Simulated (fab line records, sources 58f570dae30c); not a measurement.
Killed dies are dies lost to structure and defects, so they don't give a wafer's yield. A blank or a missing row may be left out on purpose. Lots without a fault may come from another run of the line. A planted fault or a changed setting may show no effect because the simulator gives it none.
Which tool did it? | flow berkeley_cmos170 | 15 lots, 45 wafers sampled, at 5 steps of a route of 331

WHAT THE GAUGES READ, wafer by wafer
UCB170_V1_OVL_MEAS_13.
lot  | measured     | on         | V1_OVL (nm)
L761 | day 8 21:12  | overlay-01 | -2 6 -4
L760 | day 9 01:39  | overlay-01 | -4 -4 -13
L762 | day 9 21:41  | overlay-02 | -6 -1 -4
L763 | day 9 21:47  | overlay-01 | -3 -5 -2
L764 | day 9 21:55  | overlay-02 | -2 4 -1
L767 | day 10 18:19 | overlay-01 | -6 2 5
L765 | day 10 19:34 | overlay-02 | -8 6 -6
L766 | day 10 22:51 | overlay-02 | -1 -4 7
L771 | day 11 11:30 | overlay-02 | -3 -3 -9
L772 | day 11 12:29 | overlay-01 | 3 -2 6
L769 | day 11 12:47 | overlay-01 | -4 -6 8
L775 | day 11 16:55 | overlay-01 | -4 -7 -5
L777 | day 12 00:52 | overlay-02 | -9 -5 -13
L780 | day 12 21:02 | overlay-02 | -7 9 -9
L782 | day 13 01:47 | overlay-01 | -4 0 -3

UCB170_V2_THK_MEAS_01.
lot  | measured     | on            | V2_TEOS_THK (nm)
L761 | day 9 00:18  | film_metro-04 | 1965 1975 2014
L760 | day 9 05:42  | film_metro-04 | 2005 2010 1978
L762 | day 10 01:17 | film_metro-02 | 1956 1956 1974
L763 | day 10 01:38 | film_metro-04 | 2018 2008 2019
L764 | day 10 02:15 | film_metro-04 | 1958 2002 1997
L767 | day 11 00:13 | film_metro-02 | 2014 2024 2012
L765 | day 11 03:19 | film_metro-04 | 1956 1993 1990
L766 | day 11 03:52 | film_metro-04 | 1992 2004 2022
L771 | day 11 14:44 | film_metro-04 | 1994 1976 1995
L772 | day 11 16:18 | film_metro-04 | 4015 3972 4080 4014 3970 4078
L769 | day 11 16:10 | film_metro-02 | 1986 2008 2007
L775 | day 11 23:43 | film_metro-02 | 4002 3976 4099 4002 3976 4096
L777 | day 12 05:04 | film_metro-02 | 1981 1976 2035
L780 | day 13 02:13 | film_metro-04 | 1937 1974 1971
L782 | day 13 07:00 | film_metro-04 | 3927 3982 4017 3926 3982 4017

UCB170_V2_CD_MEAS_12: target cd 700 nm.
lot  | measured     | on        | cd_nm (nm)
L761 | day 9 02:29  | cd_sem-01 | 700.3 701.4 702.0
L760 | day 9 09:46  | cd_sem-01 | 702.9 701.0 702.4
L762 | day 10 04:04 | cd_sem-01 | 699.6 699.2 698.5
L763 | day 10 05:13 | cd_sem-02 | 699.5 698.9 698.6
L764 | day 10 05:44 | cd_sem-01 | 698.0 698.4 699.5
L767 | day 11 03:32 | cd_sem-02 | 698.4 699.7 698.4
L765 | day 11 07:02 | cd_sem-01 | 699.4 698.9 698.1
L766 | day 11 08:13 | cd_sem-02 | 700.2 700.1 699.0
L771 | day 11 19:15 | cd_sem-02 | 702.6 703.5 702.6
L769 | day 11 19:34 | cd_sem-02 | 699.7 700.5 700.8
L777 | day 12 06:47 | cd_sem-01 | 700.1 700.4 701.5
L780 | day 13 04:56 | cd_sem-02 | 699.5 699.8 699.9

UCB170_M3_THK_MEAS_03: measures by xrf.
lot  | measured     | on            | M3_AL_THK (nm)
L761 | day 9 03:19  | film_metro-03 | 917 933 919
L760 | day 9 10:34  | film_metro-03 | 905 916 911
L762 | day 10 04:53 | film_metro-02 | 911 913 906
L763 | day 10 06:02 | film_metro-03 | 883 886 887
L764 | day 10 06:32 | film_metro-03 | 904 908 909
L767 | day 11 04:20 | film_metro-01 | 911 902 918
L765 | day 11 07:52 | film_metro-02 | 910 913 911
L766 | day 11 09:09 | film_metro-03 | 895 898 901
L771 | day 11 20:04 | film_metro-03 | 920 907 914
L769 | day 11 20:22 | film_metro-02 | 904 902 911
L777 | day 12 07:36 | film_metro-02 | 916 922 912
L780 | day 13 05:44 | film_metro-02 | 906 906 903

WHICH TOOL RAN EACH LOT (tool, then ch and the chambers of the sampled wafers, then the start)
lot  | UCB170_V2_CVD_00
L761 | pecvd-03 ch 0,2, day 9 00:08
L760 | pecvd-04 ch 0,1, day 9 05:32
L762 | pecvd-03 ch 0,1,2, day 10 01:07
L763 | pecvd-02 ch 0,1, day 10 01:29
L764 | pecvd-04 ch 0,2, day 10 02:05
L767 | pecvd-04 ch 0,1,2, day 11 00:03
L765 | pecvd-04 ch 0,1,2, day 11 03:09
L766 | pecvd-04 ch 0,1,2, day 11 03:42
L771 | pecvd-03 ch 0,1,2, day 11 14:35
L772 | pecvd-04 ch 0,2, day 11 15:39
L769 | pecvd-04 ch 0,1,2, day 11 15:59
L775 | pecvd-04 ch 0,1,2, day 11 23:12
L777 | pecvd-02 ch 0,1,2, day 12 04:53
L780 | pecvd-03 ch 1,2, day 13 02:02
L782 | pecvd-04 ch 1,2, day 13 06:28
- UCB170_V2_CVD_00: deposits SiO2 from TEOS/O2, target thk 2000 nm, time 250 s.

WHAT THE TOOLS THEMSELVES READ (means of the sampled wafers that have a number; where no wafer has one, the mark that the record gives instead)
UCB170_V2_CVD_00.
lot  | tool     | heater_power_w (W)
L761 | pecvd-03 | 250
L760 | pecvd-04 | 269
L762 | pecvd-03 | 256
L763 | pecvd-02 | 177
L764 | pecvd-04 | 337
L767 | pecvd-04 | 272
L765 | pecvd-04 | 308
L766 | pecvd-04 | 344
L771 | pecvd-03 | 235
L772 | pecvd-04 | 322
L769 | pecvd-04 | 306
L775 | pecvd-04 | 308
L777 | pecvd-02 | 175
L780 | pecvd-03 | 251
L782 | pecvd-04 | 322

THE ANSWER, worked out from the rows above alone
Rule: what is usual is taken from the lots themselves. Put in order of their means at a reading, lots are off if they are a third of the lots or fewer, leave a main group of 4 or more, and stand apart from it by a gap of 3 or more times the standard deviation of the main group's means; of several such gaps the widest counts. A main group whose means are all the same, to the digits that the tables above print for the reading, isn't used. A lot without any number at a reading at which 4 lots or more have one is off too. The other lots that the step has rows for count as sound. The gauges are gone through in route order, then the tools' own readings, and for those a lot's mean is taken as printed above. The first step at which some lot is off is used, and at that step the reading that is off furthest; a lot without a number counts as furthest.
Off: L772, L775, L782, at UCB170_V2_THK_MEAS_01 (V2_TEOS_THK). The main group: mean 1991 nm, standard deviation 17.
A tool fits if, at a process step before that reading, it ran every lot that is off, and no sound lot after the first of them. The gauges at UCB170_V2_THK_MEAS_01 are tried like those tools. None of those tried fits.

WHAT THE SIMULATOR HAD PUT IN
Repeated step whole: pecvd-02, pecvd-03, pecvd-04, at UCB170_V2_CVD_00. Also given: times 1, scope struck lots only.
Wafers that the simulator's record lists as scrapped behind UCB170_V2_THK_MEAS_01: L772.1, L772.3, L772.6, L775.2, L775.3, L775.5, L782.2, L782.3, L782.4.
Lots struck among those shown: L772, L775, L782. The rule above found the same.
